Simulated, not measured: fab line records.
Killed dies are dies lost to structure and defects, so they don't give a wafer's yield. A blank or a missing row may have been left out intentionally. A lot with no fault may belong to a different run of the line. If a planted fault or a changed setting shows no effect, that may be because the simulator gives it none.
fab line records | flow rit_cmos
record: lots: 13 wafers: 39 last_day: 7
route steps=202 shown M1@196
lots that met no fault: taken from a fault-free run of the same line
start_h: the number of hours between the record's first day and the start of the first shown wafer of the lot | wait_h: hours since the lot's step before | " same as the row above | L1.1+2: a single row standing in for several wafers | - no value, or no start was given | * or withheld: withheld | < > ~ a bound
route shown NAME@n: names a module that has steps shown in the file, with the first one's number in the route | usual: the fault-free wafers' mean and standard deviation | same: alike in all rows | chamber/n: place in a boat | sites: per-site readings | _std_site: the values' standard deviation | _edge_site: inner sites' mean taken away from outer sites' mean | radius_mm: how far each site lies from the wafer's centre | mask NAME#n: copy n | behind: the last tool/chamber to shape the wafer | hold: the reason the lot was held/the length of the hold in hours/how it ended | device: transistor that didn't switch, given as n, p or np | end of line: the tests these same wafers got at the end of their route | where a step has no rows: the recipe by itself | killed: dies that structure and defects cost at the first sort, which is not the same as the wafer's yield | map: a wafer's dies, x killed, . not, _ none there
set.NAME: the setting that was run; set.NAME@STEP: the one run at that earlier step | model.NAME: the simulator's own value behind a step, which no gauge read
the route's steps for a sample of lots (tables are steps, rows are wafers)
services: when a tool's chamber went out of use (start_h, in hours from the record's first day, below 0 if earlier), for how many hours, and the reason
== steps ==
step: RIT_M1_METAL_ETCH_12
recipe: stop_on: SiO2 chemistry: Cl2/BCl3 target: Al time_s: 165 over_etch_frac: 0.5 pressure_mtorr: 100 target_depth_a: 6000 rf_w: 250 Cl2_flow_sccm: 60 bcl3_flow_sccm: 50
usual: chamber_pressure_mTorr: 100.00/0.088 drypump_motor_current_A: 5.6/0.56 oes_product_au: 0.776/0.015 throttle_valve_pct: 8.27/0.065
same: time_s: 165
columns lot.wafer tool chamber start_h wait_h chamber_pressure_mTorr drypump_motor_current_A oes_product_au rf_hours_counter_h throttle_valve_pct
L799.2 rie_metal-03 1 63.85 0.2 100.14 6.2 0.747 2 8.21
L799.4 " 1 " " 99.91 6.1 0.758 - 8.22
L799.6 " 0 " " 100.00 5.4 0.757 - 8.35
L800.1 rie_metal-01 1 64.72 0.2 100.14 4.6 0.801 1 8.24
L800.2 " 0 " " 99.92 6.2 0.788 1 8.34
L800.3 " 1 " " 99.99 4.6 0.796 - 8.25
L805.2 rie_metal-03 1 85.44 0.2 100.05 6.1 0.762 3 8.20
L805.3 " 1 " " 99.98 6.1 0.759 - 8.21
L805.6 " 0 " " 99.95 5.4 0.756 - 8.34
L806.1 rie_metal-01 1 89.42 0.2 99.96 4.6 0.789 1 8.25
L806.2 " 0 " " 119.97 6.2 0.773 1 8.35
L806.6 " 1 " " 99.97 4.6 0.779 - 8.25
L809.3 rie_metal-01 0 104.58 0.2 120.15 6.2 0.791 - 8.35
L809.4 " 1 " " 100.03 4.6 0.795 - 8.24
L809.5 " 1 " " 99.84 4.6 0.801 - 8.26
L811.1 rie_metal-03 1 114.52 0.2 99.95 6.1 0.763 3 8.22
L811.4 " 0 " " 100.04 5.4 0.767 - 8.33
L811.6 " 0 " " 100.10 5.4 0.764 - 8.35
L813.2 rie_metal-04 1 124.81 0.2 100.02 5.7 0.779 34 8.25
L813.4 " 1 " " 100.03 5.6 0.771 - 8.24
L813.5 " 0 " " 100.02 5.3 0.796 - 8.18
L814.3 rie_metal-03 1 129.73 0.2 99.97 6.1 0.752 - 8.22
L814.4 " 0 " " 100.28 5.5 0.766 - 8.35
L814.6 " 1 " " 100.05 6.1 0.760 - 8.21
L816.3 rie_metal-03 1 139.00 0.2 100.11 6.1 0.755 - 8.21
L816.5 " 0 " " 99.93 5.5 0.764 - 8.34
L816.6 " 1 " " 99.99 6.1 0.764 - 8.21
L818.1 rie_metal-03 0 149.84 0.2 100.01 5.5 0.755 4 8.35
L818.2 " 1 " " 99.85 6.1 0.749 4 8.22
L818.3 " 0 " " 100.06 5.5 0.762 - 8.34
L820.1 rie_metal-04 1 160.15 0.2 100.13 5.6 0.774 0 8.24
L820.3 " 0 " " 99.85 5.3 0.773 - 8.17
L820.4 " 1 " " 99.85 5.6 0.774 - 8.24
L821.1 rie_metal-03 0 164.52 0.2 99.85 5.4 0.768 4 8.35
L821.3 " 1 " " 100.09 6.1 0.754 - 8.19
L821.5 " 1 " " 100.13 6.1 0.757 - 8.21
L822.1 rie_metal-01 0 170.15 0.2 99.86 6.2 0.789 2 8.32
L822.2 " 1 " " 99.96 4.6 0.792 2 8.25
L822.4 " 0 " " 99.91 6.2 0.797 - 8.35
step: RIT_M1_PROBE_99
usual: defect_limited_yield: 97.5/1.2 killed_at_contacts: 0.0/0.22 killed_at_front_end: 7/3.2 killed_dies: 7/3.2 killed_open: 3.2/2.1 killed_short: 3.5/2.2 sort_bin_3_pad_short: 0.1/0.24 sort_bin_5_function: 1.5/0.83 sort_bin_6_memory: 1.0/0.65 sort_n_pass: 257/3.2 sort_yield_pct: 97.5/1.2
same: gross_dies: 264 killed_at_M0_to_M3: 0 killed_at_M4_up: 0 killed_at_back_side: 0 killed_at_other: 0
columns lot.wafer tool chamber start_h wait_h defect_limited_yield[%] killed_at_contacts killed_at_front_end killed_dies killed_open killed_short sort_bin_3_pad_short[%] sort_bin_5_function[%] sort_bin_6_memory[%] sort_n_pass sort_yield_pct[%]
L799.2 prober-02 - 66.19 0.1 95.5 0 12 12 10 2 0 2.7 1.9 252 95.5
L799.4 prober-02 - 66.29 0.2 97.0 0 8 8 4 4 0 1.5 1.5 256 97.0
L799.6 prober-02 - 66.39 0.2 96.2 0 10 10 4 6 0.8 1.5 1.5 254 96.2
L800.1 prober-01 - 68.67 0.1 96.2 0 10 10 8 2 0 2.3 1.5 254 96.2
L800.2 prober-01 - 68.72 0.1 100.0 0 0 0 0 0 0 0 0 264 100.0
L800.3 prober-01 - 68.77 0.2 98.1 0 5 5 4 1 0 0.4 1.5 259 98.1
L805.2 prober-02 - 87.74 0.1 97.3 0 7 7 3 4 0 1.9 0.8 257 97.3
L805.3 prober-02 - 87.79 0.2 98.5 0 4 4 1 3 0 1.5 0 260 98.5
L805.6 prober-02 - 87.94 0.2 97.3 0 7 7 3 4 0 0.8 1.9 257 97.3
L806.1 prober-01 - 91.67 0.1 98.9 0 3 3 2 1 0.4 0.4 0.4 261 98.9
L806.2 prober-01 - 91.72 0.1 97.0 1 7 8 4 4 0 2.3 0.8 256 97.0
L806.6 prober-01 - 91.92 0.2 98.5 0 4 4 3 1 0 0.8 0.8 260 98.5
L809.3 prober-02 - 106.88 0.2 98.5 0 4 4 3 1 0 1.5 0 260 98.5
L809.4 prober-02 - 106.93 0.2 97.3 0 7 7 3 4 0 0.8 1.9 257 97.3
L809.5 prober-02 - 106.98 0.2 97.0 0 8 8 3 5 0 1.5 1.5 256 97.0
L811.1 prober-02 - 117.52 0.1 98.1 0 5 5 2 3 0 1.1 0.8 259 98.1
L811.4 prober-02 - 117.67 0.2 98.5 0 4 4 3 1 0 1.1 0.4 260 98.5
L811.6 prober-02 - 117.77 0.2 98.1 0 5 5 2 3 0 0.8 1.1 259 98.1
L813.2 prober-02 - 128.13 0.1 94.7 0 14 14 9 5 0 3.8 1.5 250 94.7
L813.4 prober-02 - 128.23 0.2 97.7 0 6 6 5 1 0 1.1 1.1 258 97.7
L813.5 prober-02 - 128.28 0.2 95.5 1 11 12 6 6 0.8 1.9 1.9 252 95.5
L814.3 prober-01 - 132.05 0.2 98.1 0 5 5 1 4 0.4 1.1 0.4 259 98.1
L814.4 prober-01 - 132.10 0.2 99.2 0 2 2 1 1 0 0 0.8 262 99.2
L814.6 prober-01 - 132.20 0.2 94.7 0 14 14 5 9 0.4 3.0 1.9 250 94.7
L816.3 prober-01 - 141.32 0.2 98.1 0 5 5 4 1 0 1.1 0.8 259 98.1
L816.5 prober-01 - 141.42 0.2 97.0 1 7 8 4 4 0.4 1.5 1.1 256 97.0
L816.6 prober-01 - 141.47 0.2 96.6 0 9 9 1 8 0.4 2.7 0.4 255 96.6
L818.1 prober-01 - 153.67 0.1 96.6 0 9 9 5 4 0 1.5 1.9 255 96.6
L818.2 prober-01 - 153.72 0.1 97.0 0 8 8 4 4 0.8 1.9 0.4 256 97.0
L818.3 prober-01 - 153.77 0.2 97.3 0 7 7 1 5 0.4 0.8 1.5 257 97.3
L820.1 prober-01 - 162.40 0.1 98.1 0 5 5 3 2 0 1.5 0.4 259 98.1
L820.3 prober-01 - 162.50 0.2 97.7 0 6 6 4 2 0 1.5 0.8 258 97.7
L820.4 prober-01 - 162.55 0.2 98.9 0 3 3 2 1 0 0.8 0.4 261 98.9
L821.1 prober-02 - 166.81 0.1 99.6 0 1 1 1 0 0 0.4 0 263 99.6
L821.3 prober-02 - 166.91 0.2 96.2 0 10 10 8 2 0 3.0 0.8 254 96.2
L821.5 prober-02 - 167.01 0.2 99.2 0 2 2 0 2 0 0.4 0.4 262 99.2
L822.1 prober-01 - 173.60 0.1 100.0 0 0 0 0 0 0 0 0 264 100.0
L822.2 prober-01 - 173.65 0.1 95.1 0 13 13 3 10 0 3.0 1.9 251 95.1
L822.4 prober-01 - 173.75 0.2 96.6 0 9 9 5 3 0 2.3 1.1 255 96.6
killed by level:class
L799.2 GATE:geometric_particle:open=3 REOX:geometric_particle:open=2 SPACER:geometric_particle:open=2 SILICIDE:geometric_particle:short=2 SILICIDE:geometric_particle:open=2 FOX1:geometric_particle:open=1
L799.4 GATE:geometric_particle:short=3 GATE:geometric_particle:open=3 FOX1:geometric_particle:short=1 SPACER:geometric_particle:open=1
L799.6 GATE:geometric_particle:open=4 GATE:geometric_particle:short=4 FOX1:geometric_particle:short=1 REOX:geometric_particle:short=1
L800.1 GATE:geometric_particle:open=5 SPACER:geometric_particle:open=2 GATE:geometric_particle:short=1 SPACER:geometric_particle:short=1 SILICIDE:geometric_particle:open=1
L800.3 GATE:geometric_particle:open=2 FOX2:geometric_particle:open=1 GATE:geometric_particle:short=1 REOX:geometric_particle:open=1
L805.2 GATE:geometric_particle:open=2 GATE:geometric_particle:short=2 REOX:geometric_particle:short=1 SILICIDE:geometric_particle:open=1 SILICIDE:geometric_particle:short=1
L805.3 FOX1:geometric_particle:open=1 GATE:geometric_particle:short=1 REOX:geometric_particle:short=1 SILICIDE:geometric_particle:short=1
L805.6 FOX1:geometric_particle:short=1 FOX2:geometric_particle:open=1 GATE:geometric_particle:short=1 GATE:geometric_particle:open=1 REOX:geometric_particle:short=1 SPACER:geometric_particle:short=1 SILICIDE:geometric_particle:open=1
L806.1 REOX:geometric_particle:short=1 REOX:geometric_particle:open=1 SILICIDE:geometric_particle:open=1
L806.2 GATE:geometric_particle:open=2 SILICIDE:geometric_particle:short=2 ACTIVE:geometric_particle:short=1 FOX2:geometric_particle:short=1 REOX:geometric_particle:open=1 CONTACT:geometric_particle:open=1
L806.6 FOX1:geometric_particle:open=1 GATE:geometric_particle:open=1 SILICIDE:geometric_particle:open=1 SILICIDE:geometric_particle:short=1
L809.3 FOX2:geometric_particle:open=1 GATE:geometric_particle:open=1 GATE:geometric_particle:short=1 SPACER:geometric_particle:open=1
L809.4 GATE:geometric_particle:short=2 REOX:geometric_particle:open=2 FOX1:geometric_particle:short=1 FOX2:geometric_particle:open=1 REOX:geometric_particle:short=1
L809.5 SILICIDE:geometric_particle:short=3 GATE:geometric_particle:short=1 GATE:geometric_particle:open=1 REOX:geometric_particle:short=1 SPACER:geometric_particle:open=1 SILICIDE:geometric_particle:open=1
L811.1 FOX1:geometric_particle:short=1 GATE:geometric_particle:open=1 REOX:geometric_particle:open=1 SPACER:geometric_particle:short=1 SILICIDE:geometric_particle:short=1
L811.4 GATE:geometric_particle:open=2 GATE:geometric_particle:short=1 SPACER:geometric_particle:open=1
L811.6 SILICIDE:geometric_particle:open=2 GATE:geometric_particle:short=1 REOX:geometric_particle:short=1 SILICIDE:geometric_particle:short=1
L813.2 GATE:geometric_particle:open=4 REOX:geometric_particle:short=2 SPACER:geometric_particle:short=2 SILICIDE:geometric_particle:open=2 ACTIVE:geometric_particle:open=1 GATE:geometric_particle:short=1 FOX2:geometric_particle:open=1 REOX:geometric_particle:open=1
L813.4 FOX1:geometric_particle:open=1 FOX2:geometric_particle:open=1 GATE:geometric_particle:open=1 REOX:geometric_particle:open=1 REOX:geometric_particle:short=1 SILICIDE:geometric_particle:open=1
L813.5 GATE:geometric_particle:short=3 REOX:geometric_particle:open=2 FOX1:geometric_particle:open=1 FOX2:geometric_particle:open=1 GATE:geometric_particle:open=1 REOX:geometric_particle:short=1 SILICIDE:geometric_particle:short=1 SILICIDE:geometric_particle:open=1
L814.3 FOX1:geometric_particle:short=2 SPACER:geometric_particle:short=2 SILICIDE:geometric_particle:open=1
L814.4 SPACER:geometric_particle:open=1 SPACER:geometric_particle:short=1
L814.6 SILICIDE:geometric_particle:short=5 SPACER:geometric_particle:short=3 SILICIDE:geometric_particle:open=3 FOX1:geometric_particle:short=1 GATE:geometric_particle:open=1 SPACER:geometric_particle:open=1
L816.3 FOX1:geometric_particle:open=1 FOX2:geometric_particle:open=1 GATE:geometric_particle:open=1 REOX:geometric_particle:open=1 REOX:geometric_particle:short=1
L816.5 GATE:geometric_particle:open=2 GATE:geometric_particle:short=2 FOX2:geometric_particle:open=1 SPACER:geometric_particle:short=1 SILICIDE:geometric_particle:short=1 CONTACT:geometric_particle:open=1
L816.6 SILICIDE:geometric_particle:short=4 FOX1:geometric_particle:short=2 GATE:geometric_particle:open=1 REOX:geometric_particle:short=1 SPACER:geometric_particle:short=1
L818.1 FOX1:geometric_particle:open=4 SPACER:geometric_particle:short=2 GATE:geometric_particle:open=1 GATE:geometric_particle:short=1 SILICIDE:geometric_particle:short=1
L818.2 FOX1:geometric_particle:open=2 REOX:geometric_particle:short=2 ACTIVE:geometric_particle:short=1 GATE:geometric_particle:open=1 REOX:geometric_particle:open=1 SPACER:geometric_particle:short=1
L818.3 FOX1:geometric_particle:short=2 GATE:geometric_particle:short=2 GATE:geometric_particle:open=1 SPACER:geometric_particle:short=1 PRETRO:coat_microbubble_printed=1
L820.1 GATE:geometric_particle:short=2 FOX1:geometric_particle:open=1 FOX2:geometric_particle:open=1 GATE:geometric_particle:open=1
L820.3 FOX2:geometric_particle:open=2 GATE:geometric_particle:open=1 SPACER:geometric_particle:short=1 SPACER:geometric_particle:open=1 SILICIDE:geometric_particle:short=1
L820.4 FOX2:geometric_particle:open=2 SPACER:geometric_particle:short=1
L821.1 GATE:geometric_particle:open=1
L821.3 GATE:geometric_particle:open=5 SILICIDE:geometric_particle:open=2 FOX1:geometric_particle:short=1 GATE:geometric_particle:short=1 SPACER:geometric_particle:open=1
L821.5 GATE:geometric_particle:short=1 SILICIDE:geometric_particle:short=1
L822.2 GATE:geometric_particle:short=7 GATE:geometric_particle:open=2 FOX1:geometric_particle:short=1 REOX:geometric_particle:short=1 SPACER:geometric_particle:open=1 SILICIDE:geometric_particle:short=1
L822.4 GATE:geometric_particle:open=5 GATE:geometric_particle:short=2 REOX:geometric_particle:short=1 ACTIVE:coat_microbubble_printed=1
== services ==
columns tool chamber start_h hours kind
rie_metal-01 - 94.27 4.0 pm
rie_metal-03 - 118.30 2.8 pm
rie_metal-04 - 136.12 20.0 pm
rie_metal-04 0 136.12 20.0 vent_cycle
rie_metal-04 1 136.12 20.0 vent_cycle
rie_metal-04 0 156.12 - clean
rie_metal-04 1 156.12 - clean
== key ==
first_sign: step: RIT_M1_METAL_ETCH_12 reading: chamber_pressure_mTorr direction: up sigmas: 99+ usual: 100.00 struck: 120.06
effect none on later readings
met_at RIT_M1_METAL_ETCH_12
struck_lots L806,L809
struck_wafers L806.2,L809.3
onset_between 64.72 89.42
fault: kind: process_parameter_drift tool: rie_metal-01 chamber: 0 onset_h: 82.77 steps: RIT_M1_METAL_ETCH_12 channel: pressure_mtorr offset: 20 shape: step end_h: 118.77 stated: 100
